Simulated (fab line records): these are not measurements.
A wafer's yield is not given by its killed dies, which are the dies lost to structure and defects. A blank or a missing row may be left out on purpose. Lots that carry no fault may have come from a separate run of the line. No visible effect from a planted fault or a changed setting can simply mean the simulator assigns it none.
Which of the tools did it? + flow rit_cmos + 13 lots, 39 wafers sampled, at 3 steps of a route of 202

WHAT THE GAUGES READ, wafer by wafer
RIT_PWELL_OVL_MEAS_06. Usual: PWELL_OVL gives -0.1 nm (standard deviation 1.3).
| lot  | measured    | on         | PWELL_OVL (nm) | flag |
|------|-------------|------------|----------------|------|
| L534 | day 2 11:08 | overlay-01 | 0.3 2.1 1.5    |      |
| L536 | day 2 16:01 | overlay-01 | 0.7 2.1 1.8    |      |
| L537 | day 2 19:41 | overlay-01 | 0.0 -1.0 -2.1  |      |
| L538 | day 3 00:50 | overlay-01 | -0.6 -0.5 0.4  |      |
| L539 | day 3 05:34 | overlay-02 | 0.0 1.2 0.3    |      |
| L541 | day 3 14:56 | overlay-01 | - - -          | OFF  |
| L545 | day 4 15:33 | overlay-02 | 2.1 -0.3 1.9   |      |
| L550 | day 5 13:04 | overlay-01 | 0.1 -0.4 1.1   |      |
| L551 | day 5 17:31 | overlay-01 | -1.9 0.2 0.9   |      |
| L552 | day 5 23:46 | overlay-01 | 0.9 1.2 -0.3   |      |
| L553 | day 6 02:40 | overlay-01 | 0.3 -0.6 -1.2  |      |
| L554 | day 6 07:29 | overlay-01 | -1.1 -1.6 -2.8 |      |
| L556 | day 6 18:53 | overlay-02 | -2.1 -1.8 -0.6 |      |

RIT_PWELL_TW_MEAS_10. Usual: PWELL_TW gives 955 (standard deviation 11).
| lot  | measured    | on            | PWELL_TW    | flag |
|------|-------------|---------------|-------------|------|
| L534 | day 2 11:45 | film_metro-02 | 939 939 942 |      |
| L536 | day 2 16:38 | film_metro-02 | 946 941 941 |      |
| L537 | day 2 20:18 | film_metro-01 | 960 966 961 |      |
| L538 | day 3 01:26 | film_metro-02 | 937 937 936 |      |
| L539 | day 3 06:10 | film_metro-01 | 968 970 966 |      |
| L541 | day 3 15:40 | film_metro-02 | 29 30 30    | OFF  |
| L545 | day 4 16:10 | film_metro-01 | 962 960 957 |      |
| L550 | day 5 13:49 | film_metro-03 | 960 971 963 |      |
| L551 | day 5 18:08 | film_metro-01 | 963 967 968 |      |
| L552 | day 6 00:23 | film_metro-03 | 959 959 963 |      |
| L553 | day 6 03:17 | film_metro-01 | 961 961 961 |      |
| L554 | day 6 08:06 | film_metro-01 | 951 951 953 |      |
| L556 | day 6 19:29 | film_metro-01 | 955 956 962 |      |

WHAT TOOL EACH LOT RAN ON (gives the tool, then ch and the chambers of the sampled wafers, and finally the start)
| lot  | RIT_PWELL_EXPOSE_03                |
|------|------------------------------------|
| L534 | iline_stepper-01 ch 0, day 2 10:42 |
| L536 | iline_stepper-01 ch 0, day 2 15:38 |
| L537 | iline_stepper-02 ch 0, day 2 19:16 |
| L538 | iline_stepper-01 ch 0, day 3 00:24 |
| L539 | iline_stepper-01 ch 0, day 3 05:08 |
| L541 | iline_stepper-01 ch 0, day 3 14:26 |
| L545 | iline_stepper-02 ch 0, day 4 15:07 |
| L550 | iline_stepper-01 ch 0, day 5 12:39 |
| L551 | iline_stepper-01 ch 0, day 5 17:06 |
| L552 | iline_stepper-01 ch 0, day 5 23:20 |
| L553 | iline_stepper-01 ch 0, day 6 02:16 |
| L554 | iline_stepper-01 ch 0, day 6 07:04 |
| L556 | iline_stepper-02 ch 0, day 6 18:27 |
- RIT_PWELL_EXPOSE_03: exposes mask M3, target cd 43700 nm.

AS READ BY THE TOOLS THEMSELVES (means over the sampled wafers that have a number; for cases with no such wafer, the mark the record gives instead)
The record holds no such reading with a usual standard deviation.

THE ANSWER, worked out from the rows above alone
Rule: lot off if the mean of its wafers having a number is beyond 3 standard deviations from the usual mean. Also off: a lot with no number at a reading for which 4 or more lots have one. The other lots that the step has rows for count as sound. The gauges are gone through in route order, then the tools' own readings, and for those a lot's mean is taken as printed above. At the first step where some lot is off, the reading lying furthest off is the one used; lots without a number count as furthest.
Off: L541, seen at RIT_PWELL_OVL_MEAS_06 (PWELL_OVL). Without a number there: L541.
A tool fits if, at a process step before that reading, it ran every lot that is off, and no sound lot after the first of them. The gauges at RIT_PWELL_OVL_MEAS_06 aren't tried: what is off there is off at RIT_PWELL_TW_MEAS_10 too, on other tools, and a gauge's error can't cause that. None of those tried fits.

WHAT THE SIMULATOR PUT IN
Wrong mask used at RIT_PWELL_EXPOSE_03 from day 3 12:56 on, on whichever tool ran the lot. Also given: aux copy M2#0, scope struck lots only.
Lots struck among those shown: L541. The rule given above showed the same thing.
